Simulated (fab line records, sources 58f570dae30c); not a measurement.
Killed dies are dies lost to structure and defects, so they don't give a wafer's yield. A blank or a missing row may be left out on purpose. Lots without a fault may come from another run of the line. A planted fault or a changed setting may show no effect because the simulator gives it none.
Problem report in the 8D (eight disciplines) form, filled by code | flow berkeley_cmos170 | the parts of the form that need people (team, actions taken, sign-off) are left out

1. THE PROBLEM
CONTACT_PSG_THK at UCB170_CONTACT_THK_MEAS_02 reads a mean of 782 nm on 6 wafers of 2 lots; wafers without a fault read 704 nm with a standard deviation of 6.4. That is +12 standard deviations from the usual mean.
First seen on wafer L359.2, day 10 04:54, on film_metro-01. The record holds 36 wafers of 12 lots with a number at this step. Rule for "out", or "out of limits": more than 4 standard deviations from the usual mean. The other wafers with a number count as sound.

2. WHAT IT IS AND WHAT IT IS NOT
question                    | is                           | is not
which readings at this step | CONTACT_PSG_THK              | -
which lots                  | L359, L360                   | L348, L349, L350, L351, L352, L353, L356, L368, L370, L371
which wafers of those lots  | all that have a number       | -
read on which gauges        | film_metro-01, film_metro-03 | film_metro-02
when                        | from day 10 04:54            | up to then (21 sound wafers); but 9 sound wafers of L368, L370, L371 came after

3. SUSPECTS, AND WHAT RULES EACH OUT
Counting: a tool at a process step up to the reading stays a suspect if it ran every lot that is out and no sound lot after the first of them.
- the gauge at UCB170_CONTACT_THK_MEAS_02: ruled out. The wafers that are out were read on 2 gauges (film_metro-01, film_metro-03).
- plasma_asher-02 at UCB170_NLDD_STRIP_10 (strips in O2): kept. It ran every lot that is out, first L359 (day 9 13:20), and no sound lot after that.
- lpcvd-02 at UCB170_CONTACT_CVD_01 (deposits PSG from SiH4/O2/PH3, target thk 700 nm, time 2820 s): ruled out as a lasting fault. Sound lots L371 ran on it after its first lot that is out, L359 (day 10 03:06).
Left after counting: plasma_asher-02 at UCB170_NLDD_STRIP_10.

4. THE CAUSE (what the simulator had put in)
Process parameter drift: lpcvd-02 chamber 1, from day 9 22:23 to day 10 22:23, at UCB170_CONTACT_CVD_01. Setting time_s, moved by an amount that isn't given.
Counting ruled it out, wrongly: the rule takes a fault to strike every lot that its tool runs from its start on, and this one did not.

5. THE CHAIN OF EFFECTS, in route order
Each row: a reading whose mean over the struck wafers that have a number lies more than 3 standard deviations from the usual. Only readings for which the record gives a usual standard deviation are gone through. hours: the time from each lot's start at the first step in this table that gives one to its start at this step, as a median over the lots. sigmas: the change in usual standard deviations.
hours | step                       | reading         | usual      | on struck wafers | change | sigmas
0     | UCB170_CONTACT_THK_MEAS_02 | CONTACT_PSG_THK | 704 nm     | 782              | +78    | +12
-     | UCB170_CONTACT_ETCH_18     | oes_product_au  | 0.895 a.u. | 0.951            | +0.056 | +3.3
The process steps in it:
- UCB170_CONTACT_ETCH_18: etches PSG in CHF3/CF4/Ar, stops on TiSi2, target depth 840 nm, time 195 s.

6. WHAT WOULD HAVE CAUGHT IT SOONER
In this record the first reading out of limits at a measuring or inspecting step was taken at day 10 04:54, 7 hours after the fault began at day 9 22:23.
Of the tool readings at UCB170_CONTACT_CVD_01 for which the record gives a usual standard deviation, none was out on any struck wafer, so an alarm limit of 4 standard deviations on them would not have fired.
